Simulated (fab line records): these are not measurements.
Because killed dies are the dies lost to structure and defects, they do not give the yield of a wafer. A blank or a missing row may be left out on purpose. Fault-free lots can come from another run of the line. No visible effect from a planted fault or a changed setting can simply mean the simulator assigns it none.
Chamber matching + flow berkeley cmos170 + 4 sister chambers for UCB170_V1_CMP_02 on cmp-01
The step polishes SiO2. 8 wafers are shown with their chamber, then 7 later ones without.

WAFERS PAIRED WITH THEIR CHAMBERS
| wafer  | chamber | motor current A (A) |
|--------|---------|---------------------|
| L806.3 | 0       | 13.4                |
| L810.1 | 2       | 14.3                |
| L810.5 | 3       | 21.0                |
| L815.2 | 1       | 17.7                |
| L815.4 | 0       | 13.2                |
| L815.6 | 3       | 19.2                |
| L814.1 | 2       | 15.1                |
| L814.3 | 1       | 17.4                |

WAFERS WITHOUT THEIR CHAMBER
| wafer  | motor current A (A) |
|--------|---------------------|
| L814.6 | 20.9                |
| L822.2 | 13.5                |
| L822.4 | 16.5                |
| L822.5 | 18.1                |
| L824.2 | 15.9                |
| L824.3 | 20.0                |
| L824.5 | 20.5                |

EACH ONE'S CHAMBER
| wafer  | from the rows above          | in truth |
|--------|------------------------------|----------|
| L814.6 | 3                            | 3        |
| L822.2 | can't be placed: 0 or 2      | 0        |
| L822.4 | can't be placed: 1 or 2      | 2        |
| L822.5 | 1                            | 1        |
| L824.2 | can't be placed: 2 or 1 or 0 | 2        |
| L824.3 | 3                            | 3        |
| L824.5 | 3                            | 3        |
Placed correctly: 4 of 7. Unplaceable from these rows: 3, with the true chamber sitting among the candidates in 3. Placed wrongly: 0.
How it was worked out, from the rows above alone: a wafer's distance from a chamber is the root of the sum, over the readings, of the square of ((its reading less the chamber's mean) divided by the reading's scatter). If the next closest chamber is less than 2 further off than the closest, the wafer can't be placed; otherwise it belongs to the closest. Each chamber's mean is taken over the wafers shown for it. The scatter: take each reading less its chamber's mean, square it, sum over the shown wafers, divide by the number of wafers less the number of chambers, and take the root.
